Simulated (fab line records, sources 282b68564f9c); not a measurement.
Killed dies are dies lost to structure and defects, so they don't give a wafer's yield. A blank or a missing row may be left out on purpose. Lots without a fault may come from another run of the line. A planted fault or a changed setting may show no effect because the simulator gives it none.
Which tool did it? | flow rit_cmos | 7 lots, 21 wafers sampled, at 3 steps of a route of 202

WHAT THE GAUGES READ, wafer by wafer
RIT_CONTACT_OVL_MEAS_09.
lot  | measured    | on         | CONTACT_OVL (nm)
L391 | day 4 06:36 | overlay-01 | 0.4 -0.5 1.3
L396 | day 5 06:55 | overlay-01 | -1.4 0.7 3.1
L398 | day 5 17:02 | overlay-02 | 0.4 -1.1 0.7
L400 | day 6 04:46 | overlay-01 | 1.1 0.3 0.0
L402 | day 6 14:10 | overlay-02 | 1.5 0.3 0.4

WHICH TOOL RAN EACH LOT (tool, then ch and the chambers of the sampled wafers, then the start)
lot  | RIT_SDANNEAL_CLEAN_02          | RIT_SDANNEAL_RTA_03
L391 | wet_bench-01 ch 3, day 4 04:09 | rtp_anneal-02 ch 0, day 4 04:21
L396 | wet_bench-01 ch 2, day 5 04:21 | rtp_anneal-01 ch 0, day 5 04:32
L398 | wet_bench-02 ch 1, day 5 14:37 | rtp_anneal-01 ch 0, day 5 14:47
L400 | wet_bench-02 ch 0, day 6 02:19 | rtp_anneal-01 ch 0, day 6 02:29
L402 | wet_bench-02 ch 1, day 6 11:34 | rtp_anneal-01 ch 0, day 6 11:46
L407 | wet_bench-02 ch 3, day 7 12:25 | rtp_anneal-02 ch 0, day 7 12:39
L409 | wet_bench-02 ch 3, day 7 23:19 | rtp_anneal-02 ch 0, day 7 23:31
- RIT_SDANNEAL_CLEAN_02: cleans in SC2, time 600 s.
- RIT_SDANNEAL_RTA_03: time 5 s.

THE ANSWER, worked out from the rows above alone
Rule: what is usual is taken from the lots themselves. Put in order of their means at a reading, lots are off if they are a third of the lots or fewer, leave a main group of 4 or more, and stand apart from it by a gap of 3 or more times the standard deviation of the main group's means; of several such gaps the widest counts. A main group whose means are all the same, to the digits that the tables above print for the reading, isn't used. A lot without any number at a reading at which 4 lots or more have one is off too. The other lots that the step has rows for count as sound.
No lot is off at any reading shown: from this, nothing can be told.

WHAT THE SIMULATOR HAD PUT IN
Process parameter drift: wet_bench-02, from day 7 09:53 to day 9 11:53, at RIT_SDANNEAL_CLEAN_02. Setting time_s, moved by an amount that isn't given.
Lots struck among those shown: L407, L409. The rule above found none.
